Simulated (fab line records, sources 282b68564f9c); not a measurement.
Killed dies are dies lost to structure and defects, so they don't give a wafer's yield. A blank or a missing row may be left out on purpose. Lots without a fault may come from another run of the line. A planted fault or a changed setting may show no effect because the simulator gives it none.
A struck lot beside a sound one | flow rit_cmos | 44 steps out of a route of 202
Sound: wafers L812.1, L812.3, L812.5. Struck: wafers L818.2, L818.5, L818.6. The cause comes at the end.
At each step with rows: each side's tool, then ch and its chambers, then its first start. Under that, the readings that differ: sound wafers | struck wafers | difference of the means | sigmas: that difference in standard deviations of wafers without a fault.
alike: readings whose means differ by less than 2 such deviations, and words and numbers that are the same on both sides. not compared: withheld readings, readings that some wafer has no value for, bounds like >300 that may hide the same value, and numbers for which the record gives no deviation and whose values overlap.
The two part at a step that has a row with sigmas, a row that says differs or no value, or rows on one side only. Numbers that don't overlap but have no deviation are shown without sigmas and don't part them. A reading that every wafer of one side lacks parts them only if that side has two wafers or more.

first, 2 steps without rows for these wafers: RIT_NLDD_HARDBAKE_07 (time 60 s); RIT_NLDD_IMPLANT_08.
RIT_NLDD_STRIP_09: strips in O2, time 180 s.
  sound on plasma_asher-01 ch 1, day 6 15:23; struck on plasma_asher-01 ch 0,1, day 7 16:26
  alike: drypump_motor_current_A
  not compared: rf_hours_counter_h
RIT_NLDD_TW_MEAS_10:
  sound on film_metro-02, day 6 15:34; struck on film_metro-02, day 7 16:37
  alike: NLDD_TW
then, 6 steps without rows for these wafers: RIT_PLDD_HMDS_00 (prime time 60 s); RIT_PLDD_COAT_01 (resist thk 1000 nm); RIT_PLDD_SOFTBAKE_02 (time 60 s); RIT_PLDD_EXPOSE_03 (exposes mask M8, target cd 40900 nm); RIT_PLDD_PEB_04; RIT_PLDD_DEVELOP_05 (develop time 50 s).
RIT_PLDD_OVL_MEAS_06:
  sound on overlay-02, day 6 16:29; struck on overlay-02, day 7 17:32
  alike: PLDD_OVL
then, 1 step without rows for these wafers: RIT_PLDD_HARDBAKE_07 (time 60 s).
RIT_PLDD_IMPLANT_08:
  sound on implanter-01 ch 0, day 6 16:40; struck on implanter-03 ch 0, day 7 17:44
  reading                   | sound                | struck               | difference | sigmas
  beam_energy_keV           | 20.006 20.010 19.998 | 13.998 13.991 14.006 | -6.006     | -99 or more
  model.implant.rp_nm (nm)  | 17.2 17.2 17.2       | 13.08 13.08 13.08    | -4.12      |
  model.implant.drp_nm (nm) | 9.752 9.752 9.752    | 7.585 7.585 7.585    | -2.167     |
RIT_PLDD_STRIP_09: strips in O2, time 180 s.
  sound on plasma_asher-02 ch 0,1, day 6 16:49; struck on plasma_asher-02 ch 0,1, day 7 17:52
  alike: drypump_motor_current_A
  not compared: rf_hours_counter_h
RIT_PLDD_TW_MEAS_10:
  sound on film_metro-04, day 6 16:59; struck on film_metro-03, day 7 18:02
  reading | sound          | struck         | difference | sigmas
  PLDD_TW | 2352 2330 2349 | 2151 2158 2151 | -190       | -13
then, 4 steps without rows for these wafers: RIT_SPACER_CLEAN_00 (cleans in SC1, time 600 s); RIT_SPACER_CLEAN_01 (cleans in dHF, time 30 s); RIT_SPACER_CLEAN_02 (cleans in SC2, time 600 s); RIT_SPACER_CVD_03 (deposits Si3N4 from SiH2Cl2/NH3, target thk 250 nm, time 3300 s).
RIT_SPACER_THK_MEAS_04:
  sound on film_metro-02, day 6 19:20; struck on film_metro-03, day 7 20:25
  reading                 | sound             | struck            | difference | sigmas
  SPACER_NITRIDE_THK (nm) | 241.5 241.1 240.1 | 247.4 246.8 246.2 | +5.9       | +2
RIT_SPACER_ETCHBACK_05: etches Si3N4 in SF6/CHF3, stops on SiO2, target depth 250 nm, time 240 s.
  sound on rie_diel-04 ch 2,3, day 6 19:23; struck on rie_diel-04 ch 0,3, day 7 20:28
  alike: CHF3_flow_sccm, drypump_motor_current_A, oes_product_au, throttle_valve_pct
  not compared: rf_hours_counter_h
then, 6 steps without rows for these wafers: RIT_NSD_HMDS_00 (prime time 60 s); RIT_NSD_COAT_01 (resist thk 1000 nm); RIT_NSD_SOFTBAKE_02 (time 60 s); RIT_NSD_EXPOSE_03 (exposes mask M9, target cd 40700 nm); RIT_NSD_PEB_04; RIT_NSD_DEVELOP_05 (develop time 50 s).
RIT_NSD_OVL_MEAS_06:
  sound on overlay-01, day 6 20:31; struck on overlay-01, day 7 21:28
  alike: NSD_OVL
then, 2 steps without rows for these wafers: RIT_NSD_HARDBAKE_07 (time 60 s); RIT_NSD_IMPLANT_08.
RIT_NSD_STRIP_09: strips in O2, time 180 s.
  sound on plasma_asher-03 ch 0,1, day 6 20:58; struck on plasma_asher-03 ch 0,1, day 7 21:48
  alike: drypump_motor_current_A
  not compared: rf_hours_counter_h
RIT_NSD_TW_MEAS_10:
  sound on film_metro-02, day 6 21:08; struck on film_metro-02, day 7 21:59
  alike: NSD_TW
then, 6 steps without rows for these wafers: RIT_PSD_HMDS_00 (prime time 60 s); RIT_PSD_COAT_01 (resist thk 1000 nm); RIT_PSD_SOFTBAKE_02 (time 60 s); RIT_PSD_EXPOSE_03 (exposes mask M10, target cd 40900 nm); RIT_PSD_PEB_04; RIT_PSD_DEVELOP_05 (develop time 50 s).
RIT_PSD_OVL_MEAS_06:
  sound on overlay-02, day 6 22:16; struck on overlay-01, day 7 23:01
  alike: PSD_OVL
then, 2 steps without rows for these wafers: RIT_PSD_HARDBAKE_07 (time 60 s); RIT_PSD_IMPLANT_08.
RIT_PSD_STRIP_09: strips in O2, time 180 s.
  sound on plasma_asher-01 ch 0, day 6 22:36; struck on plasma_asher-02 ch 0,1, day 7 23:32
  alike: drypump_motor_current_A
  not compared: rf_hours_counter_h
RIT_SDANNEAL_RS_MEAS_06: measures by four-point-probe.
  sound on film_metro-02, day 6 23:31; struck on film_metro-02, day 8 00:29
  reading          | sound             | struck            | difference | sigmas
  PLDD_RS (ohm/sq) | 178.9 178.9 179.0 | 202.9 203.2 203.7 | +24.3      | +52
RIT_M1_PROBE_99:
  the record has rows for the struck wafers here (prober-02, day 8 07:54) and none for the sound ones

WHERE THEY PART
First at RIT_PLDD_IMPLANT_08; last, within this record, at RIT_M1_PROBE_99.

WHY: what the simulator had put in
Process parameter drift: implanter-03, from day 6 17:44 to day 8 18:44, at RIT_PLDD_IMPLANT_08. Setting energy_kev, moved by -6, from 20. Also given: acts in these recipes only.
